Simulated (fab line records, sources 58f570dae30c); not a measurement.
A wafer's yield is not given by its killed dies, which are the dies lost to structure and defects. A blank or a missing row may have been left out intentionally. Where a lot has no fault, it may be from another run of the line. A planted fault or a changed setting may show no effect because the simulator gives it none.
Problem report in the 8D (eight disciplines) form, filled by code / flow berkeley_cmos170 / the parts of the form that need people (team, actions taken, sign-off) are left out

## 1. WHAT WENT WRONG
cd_nm at UCB170_M1_CD_MEAS_90 reads a mean of 681.4 nm on 9 wafers of 3 lots; wafers without a fault read 700.5 nm with a standard deviation of 2.1. That is -9.1 standard deviations from the usual mean.
The step: target cd 700 nm.
First seen on wafer L909.1, day 10 10:45, on cd_sem-01. The record holds 42 wafers of 14 lots with a number at this step. Rule for "out" (also "out of limits"): further than 4 standard deviations from the usual mean. The other wafers with a number count as sound.

## 2. WHAT IT IS AND WHAT IT IS NOT
question=which readings at this step | is=cd_nm | is not=-
question=which lots | is=L909, L914, L916 | is not=L899, L900, L901, L902, L903, L905, L910, L911, L917, L918, L920
question=which wafers of those lots | is=all that have a number | is not=-
question=read on which gauges | is=cd_sem-01, cd_sem-02 | is not=-
question=when | is=from day 10 10:45 | is not=up to then (24 sound wafers); but 9 sound wafers of L917, L918, L920 came after

## 3. SUSPECTS, AND WHAT RULES EACH OUT
Counting: a tool at a process step up to the reading stays a suspect if it ran every lot that is out and no sound lot after the first of them.
- the gauge at UCB170_M1_CD_MEAS_90 is ruled out. 2 gauges (cd_sem-01, cd_sem-02) read the wafers that are out.
- rie_metal-03 at UCB170_M1_METAL_ETCH_12 (etches Al in Cl2/BCl3, stops on PSG, target depth 780 nm, time 130 s): kept. Every lot that is out went through it, starting with L909 (day 10 10:31), and after that it ran no sound lot; the last sound lot it ran before then is L911 (day 9 22:28). Out on those wafers are its own readings of oes_product_au, run_length_s.
Left after counting: rie_metal-03 at UCB170_M1_METAL_ETCH_12.

## 4. THE CAUSE (what the simulator had put in)
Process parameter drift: rie_metal-03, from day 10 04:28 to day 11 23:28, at UCB170_M1_METAL_ETCH_12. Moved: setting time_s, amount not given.
Counting left only this tool.

## 5. THE EFFECT CHAIN, in route order
Rows list readings where the struck wafers' mean (over those with a number) sits beyond 3 standard deviations from the usual. Readings are gone through only where the record gives a usual standard deviation; hours: the median, over the lots, of the time from a lot's start at the first step in this table giving one to that lot's start at this step; sigmas: the change measured in usual standard deviations.
hours=0; step=UCB170_M1_METAL_ETCH_12; reading=oes_product_au; usual=0.858 a.u.; on struck wafers=0.690; change=-0.168; sigmas=-9.9
hours=0; step=UCB170_M1_METAL_ETCH_12; reading=run_length_s; usual=158.1 s; on struck wafers=234.4; change=+76.3; sigmas=+99 or more
hours=0; step=UCB170_M1_STRIP_13; reading=oes_product_au; usual=0.720 a.u.; on struck wafers=0.503; change=-0.217; sigmas=-50
hours=0; step=UCB170_M1_CD_MEAS_90; reading=cd_nm; usual=700.5 nm; on struck wafers=681.4; change=-19.1; sigmas=-9.1
The process steps in it:
- UCB170_M1_METAL_ETCH_12: etches Al in Cl2/BCl3, stops on PSG, target depth 780 nm, time 130 s.
- UCB170_M1_STRIP_13: strips in O2.

## 6. HOW IT WOULD HAVE BEEN CAUGHT EARLIER
In this record the first reading out of limits at a measuring or inspecting step was taken at day 10 10:45, 6 hours after the fault began at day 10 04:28.
Tool's own readings at UCB170_M1_METAL_ETCH_12, oes_product_au, run_length_s: out on all struck wafers the step has rows for; an alarm limit on them would have tripped on the first.
L916, L914, from the lots that are out (3), started UCB170_M1_METAL_ETCH_12 on rie_metal-03 later than day 10 10:45. A hold on the tool at that time would have spared those 2.
